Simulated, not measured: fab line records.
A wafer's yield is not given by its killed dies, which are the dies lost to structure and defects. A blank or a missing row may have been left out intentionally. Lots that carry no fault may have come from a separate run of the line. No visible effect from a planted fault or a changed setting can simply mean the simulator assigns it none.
Which tool is to blame? -- flow rit cmos -- 21 wafers from 7 lots sampled at 2 of the route's 202 steps

WHAT THE GAUGES READ, wafer by wafer
RIT_ACTIVE_THK_MEAS_04.
lot,measured,on,ACTIVE_NITRIDE_THK (nm)
L756,day 1 23:40,film metro-01,150.2 150.0 150.2
L759,day 2 16:13,film metro-01,150.5 151.0 150.3
L761,day 3 03:52,film metro-04,300.4 301.9 299.4 300.7 301.8 299.7
L765,day 4 00:05,film metro-03,303.5 304.8 303.1 303.4 304.8 303.3
L771,day 5 04:39,film metro-01,151.6 152.3 151.8
L774,day 5 18:42,film metro-04,151.7 149.6 150.4
L776,day 6 08:15,film metro-04,148.7 148.3 148.7

EACH LOT AND THE TOOL THAT RAN IT (in order: tool; ch and the chambers of the sampled wafers; start)
lot,RIT_ACTIVE_CVD_03
L756,"lpcvd-02 ch 1, day 1 22:14"
L759,"lpcvd-02 ch 1, day 2 14:48"
L761,"lpcvd-01 ch 1, day 2 23:26"
L765,"lpcvd-01 ch 1, day 3 20:26"
L771,"lpcvd-01 ch 1, day 5 03:13"
L774,"lpcvd-01 ch 0, day 5 17:16"
L776,"lpcvd-02 ch 1, day 6 06:50"
- RIT_ACTIVE_CVD_03: deposits Si3N4 from SiH2Cl2/NH3, target thk 150 nm, time 1500 s.

THE ANSWER, worked out from the rows above alone
Rule: the usual values come from the lots themselves. Put in order of their means at a reading, lots are off if they are a third of the lots or fewer, leave a main group of 4 or more, and stand apart from it by a gap of 3 or more times the standard deviation of the main group's means; of several such gaps the widest counts. Not used: any main group whose means are identical at the precision the tables above print for the reading. Also off: a lot with no number at a reading for which 4 or more lots have one. Any other lot the step has rows for is counted as sound.
Off: L761, L765, seen at RIT_ACTIVE_THK_MEAS_04 (ACTIVE_NITRIDE_THK). The main group has a mean of 150.4 nm with a standard deviation of 1.1.
A tool fits if, at a process step before that reading, it ran every lot that is off, and no sound lot after the first of them. Gauges at RIT_ACTIVE_THK_MEAS_04: tried the same way as those tools. No candidate that was tried fits.

WHAT THE SIMULATOR HAD PUT IN
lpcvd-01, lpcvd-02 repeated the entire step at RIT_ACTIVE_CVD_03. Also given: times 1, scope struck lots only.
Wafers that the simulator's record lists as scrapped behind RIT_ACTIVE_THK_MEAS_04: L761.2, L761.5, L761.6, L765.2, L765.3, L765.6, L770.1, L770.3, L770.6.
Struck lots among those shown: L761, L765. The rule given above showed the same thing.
